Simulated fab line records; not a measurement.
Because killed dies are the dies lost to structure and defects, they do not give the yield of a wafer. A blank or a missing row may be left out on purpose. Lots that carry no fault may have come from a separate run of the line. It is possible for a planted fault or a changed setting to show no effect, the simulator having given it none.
Which tool is to blame? / flow berkeley-cmos170 / 7 lots, 21 wafers sampled, at 2 steps of a route of 331

## WHAT THE GAUGES READ, wafer by wafer
UCB170_CONTACT_THK_MEAS_02.
lot=L665; measured=day 8 23:08; on=film-metro-01; CONTACT_PSG_THK (nm)=709 711 708
lot=L674; measured=day 10 23:11; on=film-metro-02; CONTACT_PSG_THK (nm)=572 576 575 572 576 574
lot=L676; measured=day 11 03:19; on=film-metro-04; CONTACT_PSG_THK (nm)=709 706 703
lot=L679; measured=day 12 05:56; on=film-metro-02; CONTACT_PSG_THK (nm)=707 709 711
lot=L680; measured=day 12 04:10; on=film-metro-01; CONTACT_PSG_THK (nm)=690 694 700
lot=L684; measured=day 12 22:04; on=film-metro-02; CONTACT_PSG_THK (nm)=708 701 703
lot=L685; measured=day 12 22:08; on=film-metro-04; CONTACT_PSG_THK (nm)=706 707 708

## WHAT TOOL EACH LOT RAN ON (gives the tool, then ch and the chambers of the sampled wafers, and finally the start)
lot=L665; UCB170_CONTACT_CVD_01=lpcvd-01 ch 1, day 8 21:20
lot=L674; UCB170_CONTACT_CVD_01=lpcvd-01 ch 1, day 10 21:23
lot=L676; UCB170_CONTACT_CVD_01=lpcvd-02 ch 1, day 11 01:28
lot=L679; UCB170_CONTACT_CVD_01=lpcvd-02 ch 0, day 12 04:09
lot=L680; UCB170_CONTACT_CVD_01=lpcvd-02 ch 0, day 12 02:22
lot=L684; UCB170_CONTACT_CVD_01=lpcvd-02 ch 1, day 12 20:17
lot=L685; UCB170_CONTACT_CVD_01=lpcvd-02 ch 0, day 12 20:17
- UCB170_CONTACT_CVD_01: deposits PSG from SiH4/O2/PH3, target thk 700 nm, time 2820 s.

## THE ANSWER, worked out from the rows above alone
Rule: the usual values come from the lots themselves. Put in order of their means at a reading, lots are off if they are a third of the lots or fewer, leave a main group of 4 or more, and stand apart from it by a gap of 3 or more times the standard deviation of the main group's means; of several such gaps the widest counts. The tables above print the reading to a certain number of digits; a main group whose means all agree to those digits is not used. Also off: a lot with no number at a reading for which 4 or more lots have one. All remaining lots with rows at the step are treated as sound.
Off: L674, seen at UCB170_CONTACT_THK_MEAS_02 (CONTACT_PSG_THK). The main group: mean 705 nm, standard deviation 5.
A tool fits if, at a process step before that reading, it ran every lot that is off, and no sound lot after the first of them. Gauges at UCB170_CONTACT_THK_MEAS_02: tried the same way as those tools. One fits: UCB170_CONTACT_CVD_01 on lpcvd-01. A fault onset in the window from L665 (day 8 21:20, its last sound lot) to L674 (day 10 21:23, its first lot off) fits.

## WHAT THE SIMULATOR PUT IN
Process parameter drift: lpcvd-01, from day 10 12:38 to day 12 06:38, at UCB170_CONTACT_CVD_01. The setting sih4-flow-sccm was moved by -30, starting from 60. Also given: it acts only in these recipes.
Shown lots that were struck: L674. The same result came from the rule above.
